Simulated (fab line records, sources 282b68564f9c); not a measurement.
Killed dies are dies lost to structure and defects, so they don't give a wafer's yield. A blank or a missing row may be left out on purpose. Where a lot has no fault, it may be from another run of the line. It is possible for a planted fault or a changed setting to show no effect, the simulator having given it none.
Comparing a struck lot with a sound one + flow rit cmos + 44 steps out of a route of 202
Sound: the wafers L293.2, L293.4, L293.6. Struck: wafers L304.3, L304.4, L304.5. The cause comes at the end.
Per side, at each step with rows, come the tool, then ch with its chambers, and then its first start. Under that, the readings that differ: sound wafers + struck wafers + difference of the means + sigmas: that difference in standard deviations of wafers without a fault.
alike: readings whose means differ by less than 2 such deviations, and words and numbers that are the same on both sides. not compared: withheld readings, readings that some wafer has no value for, bounds like >300 that may hide the same value, and numbers for which the record gives no deviation and whose values overlap.
Wherever a step has rows on one side only, a row that says differs or no value, or a row with sigmas, the two part there. Numbers that don't overlap but have no deviation are shown without sigmas and don't part them. Lack of a reading on every wafer of one side parts them only where that side has two or more wafers.

first, 2 steps without rows for these wafers: RIT_NLDD_HARDBAKE_07 (time 60 s); RIT_NLDD_IMPLANT_08.
RIT_NLDD_STRIP_09: strips in O2, time 180 s.
  sound on plasma asher-04 ch 0,1, day 3 10:37; struck on plasma asher-03 ch 0,1, day 5 15:04
  alike: drypump motor current A, rf refl power W
  not compared: rf hours counter h
RIT_NLDD_TW_MEAS_10:
  sound on film metro-04 at day 3 10:48; struck on film metro-03 at day 5 15:13
  alike: NLDD_TW
then, 6 steps without rows for these wafers: RIT_PLDD_HMDS_00 (prime time 60 s); RIT_PLDD_COAT_01 (resist thk 1000 nm); RIT_PLDD_SOFTBAKE_02 (time 60 s); RIT_PLDD_EXPOSE_03 (exposes mask M8, target cd 40900 nm); RIT_PLDD_PEB_04; RIT_PLDD_DEVELOP_05 (develop time 50 s).
RIT_PLDD_OVL_MEAS_06:
  sound on overlay-01 at day 3 11:43; struck on overlay-01 at day 5 16:16
  alike: PLDD_OVL
then, 1 step without rows for these wafers: RIT_PLDD_HARDBAKE_07 (time 60 s).
RIT_PLDD_IMPLANT_08:
  sound on implanter-04 ch 0, day 3 12:00; struck on implanter-01 ch 0, day 5 16:29
RIT_PLDD_STRIP_09: strips in O2, time 180 s.
  sound on plasma asher-02 ch 0,1, day 3 12:07; struck on plasma asher-04 ch 0,1, day 5 16:39
  alike: drypump motor current A, rf refl power W
  not compared: rf hours counter h
RIT_PLDD_TW_MEAS_10:
  sound on film metro-02 at day 3 12:19; struck on film metro-04 at day 5 16:47
| reading | sound          | struck         | difference | sigmas |
|---------|----------------|----------------|------------|--------|
| PLDD_TW | 2346 2357 2350 | 2323 2315 2318 | -32        | -2     |
then, 4 steps without rows for these wafers: RIT_SPACER_CLEAN_00 (cleans in SC1, time 600 s); RIT_SPACER_CLEAN_01 (cleans in dHF, time 30 s); RIT_SPACER_CLEAN_02 (cleans in SC2, time 600 s); RIT_SPACER_CVD_03 (deposits Si3N4 from SiH2Cl2/NH3, target thk 250 nm, time 3300 s).
RIT_SPACER_THK_MEAS_04:
  sound on film metro-04 at day 3 14:41; struck on film metro-01 at day 5 19:08
  alike: SPACER_NITRIDE_THK
RIT_SPACER_ETCHBACK_05: etches Si3N4 in SF6/CHF3, stops on SiO2, target depth 250 nm, time 240 s.
  sound on rie diel-01 ch 0,1,3, day 3 14:44; struck on rie diel-01 ch 1,2, day 5 19:11
  alike: drypump motor current A, oes product au, throttle valve pct
  not compared: rf hours counter h
then, 6 steps without rows for these wafers: RIT_NSD_HMDS_00 (prime time 60 s); RIT_NSD_COAT_01 (resist thk 1000 nm); RIT_NSD_SOFTBAKE_02 (time 60 s); RIT_NSD_EXPOSE_03 (exposes mask M9, target cd 40700 nm); RIT_NSD_PEB_04; RIT_NSD_DEVELOP_05 (develop time 50 s).
RIT_NSD_OVL_MEAS_06:
  sound on overlay-01 at day 3 15:52; struck on overlay-02 at day 5 20:19
  alike: NSD_OVL
then, 2 steps without rows for these wafers: RIT_NSD_HARDBAKE_07 (time 60 s); RIT_NSD_IMPLANT_08.
RIT_NSD_STRIP_09: strips in O2, time 180 s.
  sound on plasma asher-03 ch 0,1, day 3 16:12; struck on plasma asher-02 ch 0,1, day 5 20:42
  alike: drypump motor current A, rf refl power W
  not compared: rf hours counter h
RIT_NSD_TW_MEAS_10:
  sound on film metro-03 at day 3 16:23; struck on film metro-03 at day 5 20:50
  alike: NSD_TW
then, 6 steps without rows for these wafers: RIT_PSD_HMDS_00 (prime time 60 s); RIT_PSD_COAT_01 (resist thk 1000 nm); RIT_PSD_SOFTBAKE_02 (time 60 s); RIT_PSD_EXPOSE_03 (exposes mask M10, target cd 40900 nm); RIT_PSD_PEB_04; RIT_PSD_DEVELOP_05 (develop time 50 s).
RIT_PSD_OVL_MEAS_06:
  sound on overlay-02 at day 3 17:26; struck on overlay-01 at day 5 21:52
  alike: PSD_OVL
then, 2 steps without rows for these wafers: RIT_PSD_HARDBAKE_07 (time 60 s); RIT_PSD_IMPLANT_08.
RIT_PSD_STRIP_09: strips in O2, time 180 s.
  sound on plasma asher-04 ch 0,1, day 3 17:46; struck on plasma asher-04 ch 0,1, day 5 22:19
  alike: drypump motor current A, rf refl power W
  not compared: rf hours counter h
RIT_SDANNEAL_RS_MEAS_06: a four-point-probe measurement.
  sound on film metro-03 at day 3 18:43; struck on film metro-02 at day 5 23:11
| reading          | sound             | struck            | difference | sigmas |
|------------------|-------------------|-------------------|------------|--------|
| PLDD_RS (ohm/sq) | 178.4 178.7 178.5 | 183.3 183.9 183.6 | +5.1       | +10    |
RIT_M1_PROBE_99:
  sound on prober-02 at day 4 02:23; struck on prober-01 at day 6 06:31
| reading                                    | sound             | struck              | difference | sigmas |
|--------------------------------------------|-------------------|---------------------|------------|--------|
| model.etest.pldd.rs ohm sq range           | 12.89 12.63 9.508 | 37.51 37 31.25      | +23.58     |        |
| model.etest.pldd.rs ohm sq rim less centre | 11.27 9.697 7.909 | -13.39 -12.72 -10.8 | -21.93     |        |
  alike: killed at contacts, killed at front end, killed dies, killed open, killed short

WHERE THEY PART
Earliest at RIT_PLDD_TW_MEAS_10; latest, in this record, at RIT_SDANNEAL_RS_MEAS_06. Later steps at which nothing parts them and some readings are alike: RIT_M1_PROBE_99.

WHY: the cause the simulator had injected
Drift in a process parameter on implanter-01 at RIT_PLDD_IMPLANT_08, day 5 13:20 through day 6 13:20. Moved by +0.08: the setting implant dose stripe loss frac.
